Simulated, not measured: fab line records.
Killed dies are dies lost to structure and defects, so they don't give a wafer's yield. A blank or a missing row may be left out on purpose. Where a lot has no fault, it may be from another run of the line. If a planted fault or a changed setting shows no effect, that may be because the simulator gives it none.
Chamber matching -- flow berkeley_cmos170 -- 4 sister chambers for UCB170_ZERO_ETCH_06 on rie_diel-01
The step etches SiO2 in CHF3/CF4/Ar, time 12 s. 4 wafers are shown with their chamber, then 10 later ones without.

WAFERS WITH THEIR CHAMBER
wafer,chamber,throttle_valve_pct (%)
L574.5,0,9.55
L580.2,2,9.43
L584.1,1,9.16
L584.3,3,9.53

WAFERS WHOSE CHAMBER IS MISSING
wafer,throttle_valve_pct (%)
L584.6,9.55
L587.1,9.42
L587.2,9.54
L587.3,9.16
L589.1,9.53
L589.2,9.53
L589.3,9.16
L592.2,9.41
L592.4,9.18
L592.5,9.42

EACH ONE'S CHAMBER
wafer,from the rows above,in truth
L584.6,can't be placed: 0 or 3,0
L587.1,2,2
L587.2,can't be placed: 3 or 0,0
L587.3,1,1
L589.1,can't be placed: 3 or 0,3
L589.2,can't be placed: 3 or 0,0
L589.3,1,1
L592.2,2,2
L592.4,1,1
L592.5,2,2
Correct placement for 6 of the 10. Not placeable from these rows: 4 (in 4, the candidates include the true chamber). 0 placed wrongly.
How it was worked out, from the rows above alone: a wafer's distance from a chamber is the root of the sum, over the readings, of the square of ((its reading less the chamber's mean) divided by the reading's scatter). If the next closest chamber is less than 2 further off than the closest, the wafer can't be placed; otherwise it belongs to the closest. The mean given for a chamber averages the wafers shown for that chamber. The scatter (one wafer shown for each chamber): square how far every hidden wafer sits from the nearest shown wafer, average those squares and take the square root.
